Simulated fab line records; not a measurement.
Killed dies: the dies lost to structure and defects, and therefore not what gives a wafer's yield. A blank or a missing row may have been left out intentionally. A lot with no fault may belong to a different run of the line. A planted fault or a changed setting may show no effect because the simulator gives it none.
Split-lot experiment || flow berkeley-cmos170 || route with 331 steps; 5 lots, 23 wafers read

== THE SPLIT ITSELF ==
At UCB170_BACKSIDE_STRIP_03 (strips in O2), the setting power-w was moved away from the recipe's 400 W on 8 of the 23 wafers read, by -8.6% to +3.3%. All remaining wafers had this setting at the recipe value.

The split's own step is where the reading is taken.

== THE READING ==
oes-product-au, in a.u., at UCB170_BACKSIDE_STRIP_03 (strips in O2). Typical for fault-free wafers on this fab line: 0.735 a.u., with standard deviation 0.0055 a.u.

{"wafer": "L079.1", "tool, chamber at the split": "plasma-asher-02, 1", "power-w as run, W": 400, "against the recipe": "recipe", "oes-product-au, a.u.": 0.735, "against lot-mates on the recipe": "-"}
{"wafer": "L079.3", "tool, chamber at the split": "plasma-asher-02, 0", "power-w as run, W": 400, "against the recipe": "recipe", "oes-product-au, a.u.": 0.731, "against lot-mates on the recipe": "-"}
{"wafer": "L079.4", "tool, chamber at the split": "plasma-asher-02, 1", "power-w as run, W": 400, "against the recipe": "recipe", "oes-product-au, a.u.": 0.736, "against lot-mates on the recipe": "-"}
{"wafer": "L078.1", "tool, chamber at the split": "plasma-asher-01, 1", "power-w as run, W": 365.6, "against the recipe": "-8.6%", "oes-product-au, a.u.": 0.700, "against lot-mates on the recipe": -0.038}
{"wafer": "L078.2", "tool, chamber at the split": "plasma-asher-01, 0", "power-w as run, W": 400, "against the recipe": "recipe", "oes-product-au, a.u.": 0.743, "against lot-mates on the recipe": "-"}
{"wafer": "L078.4", "tool, chamber at the split": "plasma-asher-01, 0", "power-w as run, W": 365.6, "against the recipe": "-8.6%", "oes-product-au, a.u.": 0.702, "against lot-mates on the recipe": -0.036}
{"wafer": "L078.5", "tool, chamber at the split": "plasma-asher-01, 1", "power-w as run, W": 400, "against the recipe": "recipe", "oes-product-au, a.u.": 0.734, "against lot-mates on the recipe": "-"}
{"wafer": "L078.6", "tool, chamber at the split": "plasma-asher-01, 0", "power-w as run, W": 365.6, "against the recipe": "-8.6%", "oes-product-au, a.u.": 0.701, "against lot-mates on the recipe": -0.037}
{"wafer": "L081.1", "tool, chamber at the split": "plasma-asher-01, 1", "power-w as run, W": 400, "against the recipe": "recipe", "oes-product-au, a.u.": 0.742, "against lot-mates on the recipe": "-"}
{"wafer": "L081.2", "tool, chamber at the split": "plasma-asher-01, 0", "power-w as run, W": 400, "against the recipe": "recipe", "oes-product-au, a.u.": 0.739, "against lot-mates on the recipe": "-"}
{"wafer": "L081.4", "tool, chamber at the split": "plasma-asher-01, 1", "power-w as run, W": 400, "against the recipe": "recipe", "oes-product-au, a.u.": 0.730, "against lot-mates on the recipe": "-"}
{"wafer": "L081.5", "tool, chamber at the split": "plasma-asher-01, 0", "power-w as run, W": 370.7, "against the recipe": "-7.3%", "oes-product-au, a.u.": 0.706, "against lot-mates on the recipe": -0.031}
{"wafer": "L081.6", "tool, chamber at the split": "plasma-asher-01, 1", "power-w as run, W": 370.7, "against the recipe": "-7.3%", "oes-product-au, a.u.": 0.714, "against lot-mates on the recipe": -0.023}
{"wafer": "L083.1", "tool, chamber at the split": "plasma-asher-02, 0", "power-w as run, W": 413.3, "against the recipe": "+3.3%", "oes-product-au, a.u.": 0.759, "against lot-mates on the recipe": "+0.019"}
{"wafer": "L083.2", "tool, chamber at the split": "plasma-asher-02, 1", "power-w as run, W": 413.3, "against the recipe": "+3.3%", "oes-product-au, a.u.": 0.744, "against lot-mates on the recipe": "+0.004"}
{"wafer": "L083.3", "tool, chamber at the split": "plasma-asher-02, 1", "power-w as run, W": 400, "against the recipe": "recipe", "oes-product-au, a.u.": 0.739, "against lot-mates on the recipe": "-"}
{"wafer": "L083.4", "tool, chamber at the split": "plasma-asher-02, 0", "power-w as run, W": 400, "against the recipe": "recipe", "oes-product-au, a.u.": 0.740, "against lot-mates on the recipe": "-"}
{"wafer": "L083.6", "tool, chamber at the split": "plasma-asher-02, 1", "power-w as run, W": 413.3, "against the recipe": "+3.3%", "oes-product-au, a.u.": 0.753, "against lot-mates on the recipe": "+0.013"}
{"wafer": "L084.1", "tool, chamber at the split": "plasma-asher-03, 1", "power-w as run, W": 400, "against the recipe": "recipe", "oes-product-au, a.u.": 0.729, "against lot-mates on the recipe": "-"}
{"wafer": "L084.2", "tool, chamber at the split": "plasma-asher-03, 0", "power-w as run, W": 400, "against the recipe": "recipe", "oes-product-au, a.u.": 0.732, "against lot-mates on the recipe": "-"}
{"wafer": "L084.4", "tool, chamber at the split": "plasma-asher-03, 1", "power-w as run, W": 400, "against the recipe": "recipe", "oes-product-au, a.u.": 0.727, "against lot-mates on the recipe": "-"}
{"wafer": "L084.5", "tool, chamber at the split": "plasma-asher-03, 0", "power-w as run, W": 400, "against the recipe": "recipe", "oes-product-au, a.u.": 0.736, "against lot-mates on the recipe": "-"}
{"wafer": "L084.6", "tool, chamber at the split": "plasma-asher-03, 1", "power-w as run, W": 400, "against the recipe": "recipe", "oes-product-au, a.u.": 0.736, "against lot-mates on the recipe": "-"}

FIT RESULTS
A straight line over all 23 wafers: oes-product-au changes by +0.00399 a.u. for each +1% of power-w; r = +0.95; the points scatter about the line by 0.005 a.u.
The same after taking each lot's own level away (the mean of its wafers on the recipe; 23 wafers): +0.00409 a.u. for each +1%; r = +0.97; scatter 0.0043 a.u.
Per that fit: largest power-w move, reading shift of 0.035 a.u.
Across the lots, their own levels run from 0.7320 to 0.7395 a.u., a range of 1.4 times the standard deviation given above.
Consequently the slope shifts little with the lot-to-lot level, the two slopes agreeing.
Check: with one of the wafers moved furthest among these (-8.6%) left out of the fit, the line predicts -0.0345 a.u. for it against its lot-mates. It came out at -0.0385 a.u. against them.
Tool readings at the split's step, against how far the setting was moved: oes-product-au r = +0.95; strip-time-to-endpoint-s r = -1.00.

== THE OTHER SPLITS THESE WAFERS WENT THROUGH ==
Other splits were also applied to these wafers ahead of the reading. Each is held against what the fit with the lots' levels taken away leaves over:
{"other split on the same wafers": "UCB170_PFIELD_IMPLANT_07 dose-cm2", "wafers away from the commonest value": 8, "r with oes-product-au (lot level and that fit taken away)": "+0.12"}
{"other split on the same wafers": "UCB170_FIELD_OXIDATION_01 temp-c", "wafers away from the commonest value": 10, "r with oes-product-au (lot level and that fit taken away)": "+0.01"}
{"other split on the same wafers": "UCB170_NVT_COAT_01 resist-thk-nm", "wafers away from the commonest value": 9, "r with oes-product-au (lot level and that fit taken away)": -0.14}
{"other split on the same wafers": "UCB170_GATE_COAT_07 spin-rpm", "wafers away from the commonest value": 8, "r with oes-product-au (lot level and that fit taken away)": "+0.13"}
{"other split on the same wafers": "UCB170_PLDD_EXPOSE_03 dose-mj", "wafers away from the commonest value": 7, "r with oes-product-au (lot level and that fit taken away)": -0.12}
{"other split on the same wafers": "UCB170_PLDD_IMPLANT_09 energy-kev", "wafers away from the commonest value": 8, "r with oes-product-au (lot level and that fit taken away)": "+0.06"}
{"other split on the same wafers": "UCB170_PSD_EXPOSE_03 dose-mj", "wafers away from the commonest value": 6, "r with oes-product-au (lot level and that fit taken away)": -0.22}
{"other split on the same wafers": "UCB170_NSD_IMPLANT_08 energy-kev", "wafers away from the commonest value": 4, "r with oes-product-au (lot level and that fit taken away)": "+0.01"}

== THE WHOLE CHAIN: every reading that the file lists as answering this split, in the file's order ==
{"step": "UCB170_BACKSIDE_STRIP_03", "what it does": "strips in O2", "reading": "oes-product-au", "change (the file's fit)": "+0.00402 a.u. for each +1% of the setting", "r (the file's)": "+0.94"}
{"step": "UCB170_BACKSIDE_STRIP_03", "what it does": "strips in O2", "reading": "strip-time-to-endpoint-s", "change (the file's fit)": "withheld for each +1% of the setting", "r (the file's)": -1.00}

== THE FILE'S OWN FIT ==
oes-product-au changes by +0.00402 a.u. for each +1% of power-w, r = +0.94.
